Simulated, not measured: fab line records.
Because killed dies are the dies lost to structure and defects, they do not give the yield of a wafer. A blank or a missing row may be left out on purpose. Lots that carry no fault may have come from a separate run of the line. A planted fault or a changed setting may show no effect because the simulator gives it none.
Shared-tool check | flow rit_cmos | Sampled: 13 lots, 45 wafers

== WHY THIS WAS OPENED ==
Of 13 lots, 2 have the reading PSD_TW flagged at RIT_PSD_TW_MEAS_10. No-fault wafers: 3418, standard deviation 27.
Rule: a lot is flagged when every wafer of it that has a number lies more than 4 standard deviations from that mean, or none has a number. As for the other lots, they are considered sound.

lot  | measured    | on            | PSD_TW, wafer by wafer        | flag
L789 | day 3 11:57 | film_metro-01 | 3408 3406 3397                |
L790 | day 3 13:31 | film_metro-01 | 3371 3372 3380                |
L791 | day 3 18:10 | film_metro-02 | 3384 3352 3363                |
L792 | day 4 01:55 | film_metro-01 | 3406 3428 3414                |
L793 | day 4 05:28 | film_metro-01 | 3438 3429 3403                |
L796 | day 4 21:05 | film_metro-02 | 3383 3389 3386                |
L798 | day 5 09:05 | film_metro-04 | 3420 3420 3432                |
L800 | day 5 12:28 | film_metro-02 | 3117 3100 3121 3100 3098 3109 | FLAGGED
L801 | day 6 00:02 | film_metro-04 | 3150 3182 3154 3165 3165 3146 | FLAGGED
L803 | day 6 15:47 | film_metro-04 | 3428 3449 3429                |
L804 | day 6 15:50 | film_metro-01 | 3455 3442 3440                |
L805 | day 6 18:43 | film_metro-04 | 3445 3464 3444                |
L808 | day 7 06:14 | film_metro-04 | 3438 3438 3444                |
The mean of the flagged lots' numbers is 3134, -284 from the usual (-11 standard deviations).

== EACH LOT AND THE TOOL IT RAN ON ==
The record holds 1 process step before the reading, out of a route of 202 steps. In each cell: the tool, then ch and the chambers that the sampled wafers went through, then the start.
lot  | flag    | RIT_PSD_IMPLANT_08
L789 |         | implanter-01 ch 0, day 3 11:37
L790 |         | implanter-01 ch 0, day 3 13:11
L791 |         | implanter-03 ch 0, day 3 17:46
L792 |         | implanter-01 ch 0, day 4 01:37
L793 |         | implanter-02 ch 0, day 4 05:08
L796 |         | implanter-01 ch 0, day 4 20:47
L798 |         | implanter-02 ch 0, day 5 08:48
L800 | FLAGGED | implanter-03 ch 0, day 5 11:59
L801 | FLAGGED | implanter-03 ch 0, day 5 23:43
L803 |         | implanter-01 ch 0, day 6 15:27
L804 |         | implanter-02 ch 0, day 6 15:31
L805 |         | implanter-01 ch 0, day 6 18:23
L808 |         | implanter-02 ch 0, day 7 05:55
What is done by these steps:
- RIT_PSD_IMPLANT_08
- RIT_PSD_TW_MEAS_10

== FLAGGED AGAINST TOTAL, ONE TOOL AT A TIME (gauges that did the reading follow at the end) ==
step               | tool          | lots run | flagged | share of the flagged lots | sound lots run after its first flagged lot
RIT_PSD_IMPLANT_08 | implanter-01  | 6        | 0       | none                      | -
RIT_PSD_IMPLANT_08 | implanter-02  | 4        | 0       | none                      | -
RIT_PSD_IMPLANT_08 | implanter-03  | 3        | 2       | all                       | 0
RIT_PSD_TW_MEAS_10 | film_metro-01 | 5        | 0       | none                      | -
RIT_PSD_TW_MEAS_10 | film_metro-02 | 3        | 1       | some                      | 0
RIT_PSD_TW_MEAS_10 | film_metro-04 | 5        | 1       | some                      | 3 (L803,L805,L808)

== WHAT THE TABLE ALLOWS ==
1 row of the table ran every flagged lot: implanter-03 at RIT_PSD_IMPLANT_08.
- implanter-03 at RIT_PSD_IMPLANT_08: 2 of its 3 lots flagged. Last sound lot L791 at day 3 17:46, first flagged lot L800 at day 5 11:59; a fault beginning in between fits. Its own readings lie more than 4 standard deviations out on every wafer of the flagged lots: beam_energy_keV.
One tool is left: implanter-03 at RIT_PSD_IMPLANT_08.

== WHAT THE SIMULATOR PUT IN ==
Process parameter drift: implanter-03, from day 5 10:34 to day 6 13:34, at RIT_PSD_IMPLANT_08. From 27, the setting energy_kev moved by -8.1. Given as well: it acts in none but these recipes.
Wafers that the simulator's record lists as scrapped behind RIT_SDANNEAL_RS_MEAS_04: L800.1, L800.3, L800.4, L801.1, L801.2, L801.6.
Lots struck among those shown: L800, L801. The rule above reached the same finding.
